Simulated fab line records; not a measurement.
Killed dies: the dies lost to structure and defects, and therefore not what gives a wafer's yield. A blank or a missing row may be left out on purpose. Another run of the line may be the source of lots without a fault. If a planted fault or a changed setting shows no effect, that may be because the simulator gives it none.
fab line records	flow berkeley-cmos170
record: lots: 14	wafers: 42	last-day: 11
route steps=331 shown PFIELD@86
lots that met no fault: taken from a fault-free run of the same line
start-h: hours from the record's opening day to when the first of the lot's shown wafers began	wait-h: how many hours have passed since the lot's step before this one	" as in the row above	L1.1+2: several wafers, shown together as one row	- value missing, or start not given	* or withheld: withheld	< > ~ a bound
route shown NAME@n: names a module that has steps shown in the file, with the first one's number in the route	usual: the fault-free wafers' mean and standard deviation	same: alike in all rows	chamber/n: place in a boat	sites: the reading at each site	_std_site: the values' standard deviation	_edge_site: outer sites' mean less inner sites'	radius-mm: for every site, how far away it sits from the centre of the wafer	mask NAME#n: copy n	behind: the most recent tool/chamber to have shaped the wafer	hold: cause of the lot's hold/its duration in hours/its outcome	device: the transistor (n, p or np) that didn't switch	end of line: the same wafers' tests at the end of the route	a step given without rows: its recipe and nothing more	killed: at the first sort, the dies lost to defects and structure; wafer yield is something else	map: a wafer's dies, marking killed ones x, the rest . and places with no die _
set.NAME: the setting that was run; set.NAME@STEP: the one run at that earlier step	model.NAME: the simulator's own value behind a step, which no gauge read
a sample of lots followed through the steps of the route, with each step as a table and each wafer as a row
services: the hour from which a tool's chamber was out of use, counted from the record's first day as start-h (under 0 if before that day), plus the number of hours and why
== steps ==
step: UCB170_PFIELD_IMPLANT_07
recipe: species: B	dose-cm2: 2e+13	energy-kev: 80	tilt-deg: 7
usual: dose-ions-cm2: 1.9996e+13/2.1e+10	faraday-current-uA: 63.6/1.3
lot.wafer	tool	chamber	start-h	wait-h	dose-ions-cm2	faraday-current-uA
L822.1	implanter-04	0	86.15	0.0	1.9994e+13	65.5
L822.2	"	0	"	"	1.9988e+13	63.6
L822.4	"	0	"	"	1.9986e+13	64.6
L823.1	implanter-01	0	99.59	0.0	1.9984e+13	64.4
L823.3	"	0	"	"	1.9973e+13	66.5
L823.5	"	0	"	"	1.9967e+13	64.5
L825.1	implanter-02	0	102.40	0.0	1.9945e+13	64.4
L825.3	"	0	"	"	1.9987e+13	61.9
L825.6	"	0	"	"	2.0007e+13	63.7
L827.2	implanter-02	0	113.77	0.0	1.9989e+13	64.1
L827.3	"	0	"	"	2.0016e+13	61.4
L827.5	"	0	"	"	2.0032e+13	65.6
L826.1	implanter-01	0	113.99	0.0	2.004e+13	63.8
L826.3	"	0	"	"	2.0004e+13	60.8
L826.5	"	0	"	"	2.0022e+13	62.7
L831.2	implanter-01	0	135.03	0.0	1.9997e+13	64.0
L831.4	"	0	"	"	1.9994e+13	61.4
L831.6	"	0	"	"	1.9992e+13	63.3
L832.1	implanter-04	0	142.28	0.0	1.9987e+13	64.3
L832.2	"	0	"	"	1.9983e+13	62.3
L832.4	"	0	"	"	2.0017e+13	63.4
L834.1	implanter-04	0	145.34	0.0	2.0037e+13	62.4
L834.5	"	0	"	"	1.9998e+13	65.4
L834.6	"	0	"	"	2.0014e+13	64.2
L835.2	implanter-01	0	154.19	0.0	2.0006e+13	63.8
L835.4	"	0	"	"	2.0011e+13	62.2
L835.6	"	0	"	"	1.9981e+13	63.1
L837.3	implanter-04	0	169.81	0.1	2.8568e+13	95.2
L837.4	"	0	"	"	2.8567e+13	94.2
L837.5	"	0	"	"	2.857e+13	92.0
L836.1	implanter-02	0	170.00	0.0	1.9997e+13	62.0
L836.3	"	0	"	"	1.9984e+13	63.1
L836.6	"	0	"	"	2.0042e+13	64.2
L838.3	implanter-01	0	175.13	0.1	1.9997e+13	65.0
L838.4	"	0	"	"	1.9996e+13	62.3
L838.6	"	0	"	"	1.9996e+13	64.6
L839.1	implanter-04	0	175.58	0.0	2.8553e+13	89.6
L839.3	"	0	"	"	2.8534e+13	88.2
L839.5	"	0	"	"	2.8553e+13	93.1
L841.1	implanter-01	0	189.41	0.0	1.9986e+13	62.7
L841.3	"	0	"	"	2e+13	62.6
L841.6	"	0	"	"	2.0002e+13	63.6
step: UCB170_PFIELD_TW_MEAS_09
usual: PFIELD_TW: 601/5.3
lot.wafer	tool	chamber	start-h	wait-h	PFIELD_TW
L822.1	film-metro-01	-	86.40	0.1	606
L822.2	"	-	"	"	602
L822.4	"	-	"	"	600
L823.1	film-metro-03	-	99.84	0.1	606
L823.3	"	-	"	"	608
L823.5	"	-	"	"	610
L825.1	film-metro-03	-	102.65	0.1	610
L825.3	"	-	"	"	608
L825.6	"	-	"	"	607
L827.2	film-metro-03	-	114.01	0.1	608
L827.3	"	-	"	"	607
L827.5	"	-	"	"	607
L826.1	film-metro-02	-	114.24	0.1	603
L826.3	"	-	"	"	606
L826.5	"	-	"	"	604
L831.2	film-metro-01	-	135.27	0.1	592
L831.4	"	-	"	"	597
L831.6	"	-	"	"	596
L832.1	film-metro-01	-	142.53	0.1	595
L832.2	"	-	"	"	594
L832.4	"	-	"	"	593
L834.1	film-metro-01	-	145.59	0.1	595
L834.5	"	-	"	"	596
L834.6	"	-	"	"	597
L835.2	film-metro-01	-	154.42	0.1	592
L835.4	"	-	"	"	593
L835.6	"	-	"	"	593
L837.3	film-metro-02	-	170.03	0.1	674
L837.4	"	-	"	"	673
L837.5	"	-	"	"	670
L836.1	film-metro-01	-	170.25	0.1	600
L836.3	"	-	"	"	598
L836.6	"	-	"	"	602
L838.3	film-metro-03	-	175.35	0.1	603
L838.4	"	-	"	"	601
L838.6	"	-	"	"	603
L839.1	film-metro-02	-	175.83	0.1	671
L839.3	"	-	"	"	674
L839.5	"	-	"	"	672
L841.1	film-metro-02	-	189.66	0.1	605
L841.3	"	-	"	"	601
L841.6	"	-	"	"	601
== services ==
tool	chamber	start-h	hours	kind
implanter-01	-	138.72	6.8	repair
implanter-04	-	150.25	6.0	repair
== key ==
first-sign: step: UCB170_PFIELD_IMPLANT_07	reading: dose-ions-cm2	direction: up	sigmas: 99+	usual: 1.9996e+13	struck: 2.8557e+13
effect: step: UCB170_PFIELD_IMPLANT_07	reading: faraday-current-uA	direction: up	sigmas: 22	usual: 63.6	struck: 92.0
effect: step: UCB170_PFIELD_TW_MEAS_09	reading: PFIELD_TW	direction: up	sigmas: 14	usual: 601	struck: 672
met-at UCB170_PFIELD_IMPLANT_07
struck-lots L837,L839
tester-left-out L837,L839
onset-between 145.34 169.81
fault: kind: process-parameter-drift	tool: implanter-04	chamber: -	onset-h: 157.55	steps: UCB170_PFIELD_IMPLANT_07	channel: dose-cm2	offset: 8.5516e+12	shape: step	end-h: 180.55	acts-in: these-recipes-only	stated: 2e+13
tester-left-out: of these lots the tester's yield and bins aren't shown, on N5 and GAA mostly nor the transistor test; their killed dies are dies lost to structure and defects alone, not to doping, threshold or leakage, so they don't give the yield
